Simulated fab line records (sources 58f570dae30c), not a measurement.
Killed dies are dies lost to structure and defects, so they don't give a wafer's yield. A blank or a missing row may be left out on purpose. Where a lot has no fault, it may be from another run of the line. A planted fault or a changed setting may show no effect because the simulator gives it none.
Comparing a struck lot with a sound one    flow berkeley cmos170    15 out of 331 route steps
Sound: the wafers L601.1, L601.3, L601.4. Struck: wafer L596.2. (L596.3, L596.5 of the same lot were not struck and are left out.) The cause comes at the end.
For every step that has rows: the tool of each side, followed by ch and its chambers, followed by its first start. Under that, the readings that differ: sound wafers    struck wafers    difference of the means    sigmas: that difference in standard deviations of wafers without a fault.
alike: same words and numbers on both sides, and readings whose means sit less than 2 such deviations apart. not compared: any withheld reading, any reading some wafer has no value for, any bound like >300 that may hide the same value, and any number with overlapping values for which the record gives no deviation.
Wherever a step has rows on one side only, a row that says differs or no value, or a row with sigmas, the two part there. Numbers that have no deviation but don't overlap get no sigmas and don't part them. A reading missing from all wafers of one side parts the sides only when that side holds two or more wafers.

first, 1 step without rows for these wafers: UCB170_M2_SOFTBAKE_06 (time 60 s).
UCB170_M2_STRIP_07: strips in O2.
  sound on plasma asher-01 ch 0,1, day 11 23:20; struck on plasma asher-04 ch 0, day 10 13:19
reading                sound              struck  difference  sigmas
oes product au (a.u.)  0.739 0.738 0.744  0.729   -0.011      -2
  alike: chamber pressure mTorr, drypump motor current A, strip time to endpoint s
  not compared: rf hours counter h
then, 7 steps without rows for these wafers: UCB170_M2_STRIP_08 (strips KrF in DMSO, time 600 s); UCB170_M2_COAT_09; UCB170_M2_COAT_10 (resist thk 900 nm); UCB170_M2_SOFTBAKE_11 (time 60 s); UCB170_M2_EXPOSE_12 (exposes mask METAL2, target cd 700 nm); UCB170_M2_PEB_13; UCB170_M2_DEVELOP_14 (develop time 45 s).
UCB170_M2_CD_MEAS_15: target cd 700 nm.
  struck on cd sem-01, day 10 14:34; sound on cd sem-01, day 12 00:47
  alike: cd nm
UCB170_M2_OVL_MEAS_16:
  struck on overlay-01, day 10 14:40; sound on overlay-01, day 12 00:54
  alike: M2_OVL
UCB170_M2_ETCH_17: etches BARC in N2/H2.
  sound on rie diel-04 ch 1,2,3, day 12 00:56; struck on rie diel-03 ch 1, day 10 14:42
reading                 sound              struck  difference  sigmas
throttle valve pct (%)  13.25 13.22 13.31  12.86   -0.40       -3
  alike: chamber pressure mTorr, drypump motor current A, oes product au
UCB170_M2_METAL_ETCH_18: etches Al in Cl2/BCl3, stops on SiO2, target depth 1170 nm, time 195 s.
  sound on rie metal-03 ch 0,1, day 12 00:59; struck on rie metal-04 ch 0, day 10 14:45
reading                      sound           struck   difference  sigmas
drypump motor current A (A)  4.93 4.88 4.94  5.61     +0.69       +2
over etch frac               0.3 0.3 0.3     0.33749  +0.03749    
  alike: chamber pressure mTorr, oes product au, throttle valve pct
  not compared: rf hours counter h
UCB170_M2_STRIP_19: strips in O2.
  sound on plasma asher-01 ch 0,1, day 12 01:10; struck on plasma asher-02 ch 1, day 10 14:56
  alike: chamber pressure mTorr, drypump motor current A, oes product au
  not compared: rf hours counter h
UCB170_M3_PROBE_99:
  the record has rows for the struck wafers here (prober-02, day 10 23:41) and none for the sound ones

== WHERE THEY PART ==
First at UCB170_M2_STRIP_07; last, within this record, at UCB170_M3_PROBE_99.

WHY: what had been put in by the simulator
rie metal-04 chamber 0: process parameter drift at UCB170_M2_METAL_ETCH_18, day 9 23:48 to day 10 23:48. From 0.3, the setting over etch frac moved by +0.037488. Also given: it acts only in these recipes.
